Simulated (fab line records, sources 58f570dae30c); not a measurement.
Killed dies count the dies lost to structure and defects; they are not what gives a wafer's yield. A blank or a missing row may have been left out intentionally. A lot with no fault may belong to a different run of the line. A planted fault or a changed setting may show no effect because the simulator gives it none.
Chamber matching -- flow berkeley cmos170 -- UCB170_V2_CVD_00 on pecvd-04 has 3 sister chambers
The step deposits SiO2 from TEOS/O2, target thk 2000 nm, time 250 s. 16 wafers are shown with their chamber, then 8 later ones without.

== WAFERS PAIRED WITH THEIR CHAMBERS ==
wafer,chamber,run length s (s),heater power w (W)
L713.1,0,278.3,292
L713.3,1,277.1,305
L713.6,0,278.4,199
L714.1,0,278.4,264
L714.3,1,277.4,338
L714.4,1,277.5,249
L715.1,2,278.6,254
L715.2,0,278.4,265
L715.4,2,278.6,299
L717.3,2,278.5,287
L717.4,1,277.7,263
L717.5,0,277.8,196
L722.1,1,277.1,339
L722.4,0,278.6,285
L722.5,1,277.2,258
L728.2,0,277.8,225

SIGNATURES (means of the wafers above)
reading,chamber 0,chamber 1,chamber 2,scatter within a chamber
run length s,278.243,277.333,278.567,0.263
heater power w,246.57,292.00,280.00,38.1
Rule: a wafer's distance from a chamber is the root of the sum, over the readings, of the square of ((its reading less the chamber's mean) divided by the reading's scatter). The wafer belongs to the nearest chamber; if the next one is less than 2 further off, it can't be placed. The scatter: the root of (the sum of the squares of (reading less its chamber's mean) over the shown wafers, divided by (wafers less chambers)).

== WAFERS WHOSE CHAMBER IS MISSING ==
wafer,run length s (s),heater power w (W)
L728.3,277.2,312
L728.6,278.8,292
L731.2,278.6,282
L731.4,278.2,202
L731.6,277.5,258
L733.1,277.5,263
L733.5,278.7,303
L733.6,277.5,352

== WHICH CHAMBER EACH WENT THROUGH ==
wafer,from the rows above,in truth
L728.3,1,1
L728.6,can't be placed: 2 or 0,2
L731.2,can't be placed: 2 or 0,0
L731.4,can't be placed: 0 or 2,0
L731.6,can't be placed: 1 or 0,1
L733.1,can't be placed: 1 or 0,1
L733.5,can't be placed: 2 or 0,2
L733.6,1,1
Placed correctly: 2 of 8. Not placeable from these rows: 6 (in 6, the candidates include the true chamber). Wrongly placed: 0.
